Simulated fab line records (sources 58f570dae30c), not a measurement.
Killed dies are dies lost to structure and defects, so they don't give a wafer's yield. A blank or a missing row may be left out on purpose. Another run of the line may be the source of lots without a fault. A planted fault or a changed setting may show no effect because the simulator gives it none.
Split-lot trial | flow berkeley-cmos170 | 5 lots, 23 wafers read, on a route of 331 steps

## SPLIT DETAILS
At UCB170_PVT_COAT_01 (resist thk 900 nm), the setting spin-rpm was moved away from the recipe's 1500 rpm on 4 of the 23 wafers read, by +2.3% to +6.7%. The other wafers ran this setting at the recipe's value.

The reading is taken at the split's own step.

## THE READING
KrF_of_PVT_COAT_01.thk-nm (the simulator's own value, which no gauge read), in nm, at UCB170_PVT_COAT_01 (resist thk 900 nm). There is no usual value for it anywhere in the file. The 19 wafers here that ran the recipe average 900.2 nm, standard deviation 1.9 nm.

wafer  | tool, chamber at the split | spin-rpm as run, rpm | against the recipe | KrF_of_PVT_COAT_01.thk-nm, nm | against lot-mates on the recipe
L076.1 | litho-track-03, 0          | 1601                 | +6.7%              | 872.3                         | -29.4
L076.2 | litho-track-03, 0          | 1601                 | +6.7%              | 873.4                         | -28.3
L076.4 | litho-track-03, 0          | 1500                 | recipe             | 903                           | -
L076.5 | litho-track-03, 0          | 1500                 | recipe             | 900.6                         | -
L076.6 | litho-track-03, 0          | 1500                 | recipe             | 901.4                         | -
L074.2 | litho-track-03, 0          | 1500                 | recipe             | 902.2                         | -
L074.3 | litho-track-03, 0          | 1500                 | recipe             | 901.3                         | -
L074.5 | litho-track-03, 0          | 1500                 | recipe             | 902.3                         | -
L081.2 | litho-track-04, 0          | 1500                 | recipe             | 899.3                         | -
L081.3 | litho-track-04, 0          | 1535                 | +2.3%              | 887.2                         | -10.7
L081.4 | litho-track-04, 0          | 1535                 | +2.3%              | 888.3                         | -9.6
L081.5 | litho-track-04, 0          | 1500                 | recipe             | 897.3                         | -
L081.6 | litho-track-04, 0          | 1500                 | recipe             | 897.1                         | -
L080.1 | litho-track-02, 0          | 1500                 | recipe             | 898.6                         | -
L080.3 | litho-track-02, 0          | 1500                 | recipe             | 899.3                         | -
L080.4 | litho-track-02, 0          | 1500                 | recipe             | 897.3                         | -
L080.5 | litho-track-02, 0          | 1500                 | recipe             | 897.9                         | -
L080.6 | litho-track-02, 0          | 1500                 | recipe             | 900.1                         | -
L083.1 | litho-track-02, 0          | 1500                 | recipe             | 901.4                         | -
L083.2 | litho-track-02, 0          | 1500                 | recipe             | 902.7                         | -
L083.3 | litho-track-02, 0          | 1500                 | recipe             | 899.9                         | -
L083.5 | litho-track-02, 0          | 1500                 | recipe             | 902                           | -
L083.6 | litho-track-02, 0          | 1500                 | recipe             | 899.5                         | -

FIT RESULTS
A straight line over all 23 wafers: KrF_of_PVT_COAT_01.thk-nm changes by -4.16 nm for each +1% of spin-rpm; r = -0.97; the points scatter about the line by 2 nm.
The same after taking each lot's own level away (the mean of its wafers on the recipe; 23 wafers): -4.29 nm for each +1%; r = -0.99; scatter 0.98 nm.
According to that fit, moving spin-rpm by its largest amount changes the reading by 29 nm.
Across the lots, their own levels run from 897.90 to 901.93 nm, a range of 2.2 times the standard deviation given above.
Hence the lot-to-lot level has little effect on the slope; both slopes agree.
Check: with one of the wafers moved furthest among these (+6.7%) left out of the fit, the line predicts -28.5 nm for it against its lot-mates. It came out at -29.4 nm against them.

## THE OTHER SPLITS THESE WAFERS WENT THROUGH
Before the reading, these wafers also passed through other splits. Each is held against what the fit with the lots' levels taken away leaves over:
other split on the same wafers   | wafers away from the commonest value | r with KrF_of_PVT_COAT_01.thk-nm (lot level and that fit taken away)
UCB170_NVT_COAT_01 resist-thk-nm | 4                                    | -0.03

## THE WHOLE CHAIN: every reading that the file lists as answering this split, in the file's order
step                | what it does      | reading                                                                    | change (the file's fit)              | r (the file's)
UCB170_PVT_COAT_01  | resist thk 900 nm | KrF_of_PVT_COAT_01.thk-nm (the simulator's own value, which no gauge read) | -4.29 nm for each +1% of the setting | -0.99
UCB170_PVT_STRIP_08 | strips in O2      | strip-time-to-endpoint-s                                                   | withheld for each +1% of the setting | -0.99

## THE FILE'S OWN FIT
KrF_of_PVT_COAT_01.thk-nm changes by -4.29 nm for each +1% of spin-rpm, r = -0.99.
